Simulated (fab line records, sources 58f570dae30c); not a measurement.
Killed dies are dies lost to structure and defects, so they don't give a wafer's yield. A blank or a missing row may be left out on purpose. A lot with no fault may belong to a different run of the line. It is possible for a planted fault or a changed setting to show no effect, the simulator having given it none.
Which tool is to blame? + flow berkeley_cmos170 + 14 lots, 42 wafers sampled, at 4 steps of a route of 331

WHAT EACH GAUGE READ, for each wafer
UCB170_ACTIVE_THK_MEAS_06.
| lot  | measured    | on            | ACTIVE_NITRIDE_THK (nm) |
|------|-------------|---------------|-------------------------|
| L791 | day 4 04:01 | film_metro-01 | 221.8 221.0 221.6       |
| L792 | day 4 09:31 | film_metro-02 | 219.6 217.1 219.4       |
| L794 | day 5 00:12 | film_metro-01 | 215.7 217.8 217.0       |
| L795 | day 5 00:12 | film_metro-03 | 220.9 220.4 222.6       |
| L797 | day 5 20:47 | film_metro-01 | 220.7 220.6 220.0       |
| L799 | day 5 20:47 | film_metro-03 | 218.3 218.2 218.0       |
| L800 | day 6 03:10 | film_metro-03 | 218.1 220.2 219.8       |
| L802 | day 6 03:10 | film_metro-01 | 222.5 222.7 223.0       |
| L801 | day 6 13:34 | film_metro-03 | 221.1 218.2 219.7       |
| L805 | day 7 15:18 | film_metro-02 | 222.8 221.8 220.7       |
| L807 | day 7 15:19 | film_metro-01 | 222.7 222.2 220.8       |
| L811 | day 8 11:55 | film_metro-01 | 218.2 215.5 217.3       |
| L813 | day 8 20:37 | film_metro-01 | 225.5 225.5 224.5       |
| L814 | day 8 22:46 | film_metro-01 | 224.9 222.1 221.6       |

UCB170_PLDD_OVL_MEAS_07.
| lot  | measured     | on         | PLDD_OVL (nm) |
|------|--------------|------------|---------------|
| L791 | day 6 01:25  | overlay-02 | 1 0 3         |
| L792 | day 6 09:52  | overlay-02 | 3 2 1         |
| L794 | day 6 20:12  | overlay-02 | -1 2 0        |
| L795 | day 6 19:35  | overlay-02 | -8 -6 3       |
| L797 | day 8 02:57  | overlay-01 | -6 -12 -10    |
| L799 | day 8 03:38  | overlay-01 | 9 10 11       |
| L800 | day 8 03:13  | overlay-01 | 8 -5 1        |
| L802 | day 8 02:28  | overlay-01 | -1 -6 -4      |
| L801 | day 8 19:36  | overlay-02 | -1 -4 -9      |
| L805 | day 9 22:35  | overlay-01 | 7 -2 0        |
| L807 | day 9 23:04  | overlay-01 | 1 -4 8        |
| L811 | day 10 15:10 | overlay-02 | 1 4 -5        |
| L813 | day 11 01:07 | overlay-02 | -9 3 -6       |
| L814 | day 11 00:34 | overlay-02 | -8 5 4        |

EACH LOT AND THE TOOL THAT RAN IT (in order: tool; ch and the chambers of the sampled wafers; start)
| lot  | UCB170_ZERO_STRIP_07                | UCB170_PFIELD_STRIP_08              |
|------|-------------------------------------|-------------------------------------|
| L791 | plasma_asher-04 ch 0,1, day 1 19:26 | plasma_asher-03 ch 0,1, day 4 07:29 |
| L792 | plasma_asher-04 ch 0,1, day 1 22:49 | plasma_asher-04 ch 0,1, day 4 13:32 |
| L794 | plasma_asher-03 ch 0,1, day 2 08:52 | plasma_asher-02 ch 0,1, day 5 03:30 |
| L795 | plasma_asher-03 ch 0,1, day 2 14:16 | plasma_asher-02 ch 0,1, day 5 03:14 |
| L797 | plasma_asher-03 ch 0,1, day 3 02:34 | plasma_asher-02 ch 0,1, day 6 02:02 |
| L799 | plasma_asher-02 ch 0,1, day 3 11:12 | plasma_asher-02 ch 0,1, day 6 02:08 |
| L800 | plasma_asher-02 ch 0,1, day 3 20:58 | plasma_asher-04 ch 0,1, day 6 07:04 |
| L802 | plasma_asher-03 ch 0,1, day 4 00:52 | plasma_asher-04 ch 0,1, day 6 06:25 |
| L801 | plasma_asher-02 ch 0,1, day 4 01:11 | plasma_asher-03 ch 0,1, day 6 18:20 |
| L805 | plasma_asher-04 ch 0,1, day 4 19:04 | plasma_asher-04 ch 0,1, day 7 19:20 |
| L807 | plasma_asher-03 ch 0,1, day 5 01:59 | plasma_asher-02 ch 0,1, day 7 19:37 |
| L811 | plasma_asher-03 ch 0,1, day 5 23:27 | plasma_asher-04 ch 0,1, day 8 15:47 |
| L813 | plasma_asher-04 ch 0,1, day 6 10:08 | plasma_asher-02 ch 0,1, day 9 02:22 |
| L814 | plasma_asher-04 ch 0,1, day 6 15:08 | plasma_asher-03 ch 0,1, day 9 02:55 |
- UCB170_ZERO_STRIP_07: strips in O2.
- UCB170_PFIELD_STRIP_08: strips in O2.

AS READ BY THE TOOLS THEMSELVES (means over the sampled wafers that have a number; for cases with no such wafer, the mark the record gives instead)
UCB170_ZERO_STRIP_07.
| lot  | tool            | drypump_motor_current_A (A) | o2_flow_sccm (sccm) | oes_product_au (a.u.) | strip_time_to_endpoint_s (s) |
|------|-----------------|-----------------------------|---------------------|-----------------------|------------------------------|
| L791 | plasma_asher-04 | 5.3                         | 400.0               | 0.729                 | 21.61                        |
| L792 | plasma_asher-04 | 5.3                         | 400.3               | 0.730                 | 21.62                        |
| L794 | plasma_asher-03 | 6.2                         | 399.0               | 0.726                 | 21.61                        |
| L795 | plasma_asher-03 | 6.2                         | 399.8               | 0.728                 | 21.51                        |
| L797 | plasma_asher-03 | 6.1                         | 400.1               | 0.728                 | 21.47                        |
| L799 | plasma_asher-02 | 5.3                         | 400.3               | 0.725                 | 21.39                        |
| L800 | plasma_asher-02 | 5.3                         | 400.1               | 0.725                 | 21.53                        |
| L802 | plasma_asher-03 | 6.2                         | 400.2               | 0.727                 | 21.54                        |
| L801 | plasma_asher-02 | 5.3                         | 399.1               | 0.729                 | 21.41                        |
| L805 | plasma_asher-04 | 5.3                         | 401.0               | 0.729                 | 21.47                        |
| L807 | plasma_asher-03 | 6.1                         | 320.5               | 0.713                 | 22.16                        |
| L811 | plasma_asher-03 | 6.2                         | 319.8               | 0.708                 | 22.34                        |
| L813 | plasma_asher-04 | 5.2                         | 398.8               | 0.728                 | 21.54                        |
| L814 | plasma_asher-04 | 5.2                         | 400.6               | 0.727                 | 21.46                        |

UCB170_PFIELD_STRIP_08.
| lot  | tool            | drypump_motor_current_A (A) | o2_flow_sccm (sccm) | oes_product_au (a.u.) | strip_time_to_endpoint_s (s) |
|------|-----------------|-----------------------------|---------------------|-----------------------|------------------------------|
| L791 | plasma_asher-03 | 6.2                         | 399.8               | 0.735                 | 21.74                        |
| L792 | plasma_asher-04 | 5.3                         | 400.5               | 0.734                 | 21.70                        |
| L794 | plasma_asher-02 | 5.3                         | 400.7               | 0.737                 | 21.55                        |
| L795 | plasma_asher-02 | 5.9                         | 400.0               | 0.730                 | 21.61                        |
| L797 | plasma_asher-02 | 5.8                         | 400.0               | 0.734                 | 21.59                        |
| L799 | plasma_asher-02 | 5.3                         | 399.3               | 0.736                 | 21.64                        |
| L800 | plasma_asher-04 | 5.3                         | 400.0               | 0.736                 | 21.59                        |
| L802 | plasma_asher-04 | 5.1                         | 400.2               | 0.738                 | 21.62                        |
| L801 | plasma_asher-03 | 6.2                         | 399.5               | 0.734                 | 21.54                        |
| L805 | plasma_asher-04 | 5.1                         | 400.9               | 0.729                 | 21.77                        |
| L807 | plasma_asher-02 | 5.9                         | 399.3               | 0.733                 | 21.75                        |
| L811 | plasma_asher-04 | 5.3                         | 400.1               | 0.734                 | 21.66                        |
| L813 | plasma_asher-02 | 5.8                         | 398.7               | 0.733                 | 21.47                        |
| L814 | plasma_asher-03 | 6.2                         | 400.8               | 0.732                 | 21.60                        |

THE ANSWER, worked out from the rows above alone
Rule: usual is defined by the lots themselves. The widest of any qualifying gaps counts: lots, ordered by their means at a reading, are off when they make up no more than a third of the lots, leave a main group of 4 or more, and stand apart from it by 3 or more times the standard deviation of that group's means. The tables above print the reading to a certain number of digits; a main group whose means all agree to those digits is not used. A lot without any number at a reading at which 4 lots or more have one is off too. Where the step has rows for the other lots, those lots are counted as sound. The gauges are gone through in route order, then the tools' own readings, and for those a lot's mean is taken as printed above. The first step at which some lot is off is used, and at that step the reading that is off furthest; a lot without a number counts as furthest.
Off at UCB170_ZERO_STRIP_07 (o2_flow_sccm): L807, L811. The main group: mean 399.9 sccm, standard deviation 0.64.
If a tool, at that step or one of the process steps before it, ran each lot that is off and ran no sound lot following the first of them, it fits. One fits: UCB170_ZERO_STRIP_07 on plasma_asher-03. Its last sound lot is L802 (day 4 00:52), its first lot that is off L807 (day 5 01:59): a fault that began between those two fits.
The tool's own readings at UCB170_ZERO_STRIP_07 bear it out: on the lots that are off they differ by more than 5 times the standard deviation of the sound lots' means. o2_flow_sccm reads 320.1 sccm there against 399.9 sccm on the sound lots; oes_product_au reads 0.710 a.u. there against 0.728 a.u. on the sound lots; strip_time_to_endpoint_s reads 22.25 s there against 21.51 s on the sound lots.

WHAT THE SIMULATOR PUT IN
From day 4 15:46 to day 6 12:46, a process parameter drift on plasma_asher-03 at UCB170_ZERO_STRIP_07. Setting o2_flow_sccm, moved by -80, from 400. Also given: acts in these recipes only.
Lots struck among those shown: L807, L811. Same finding as the rule above.
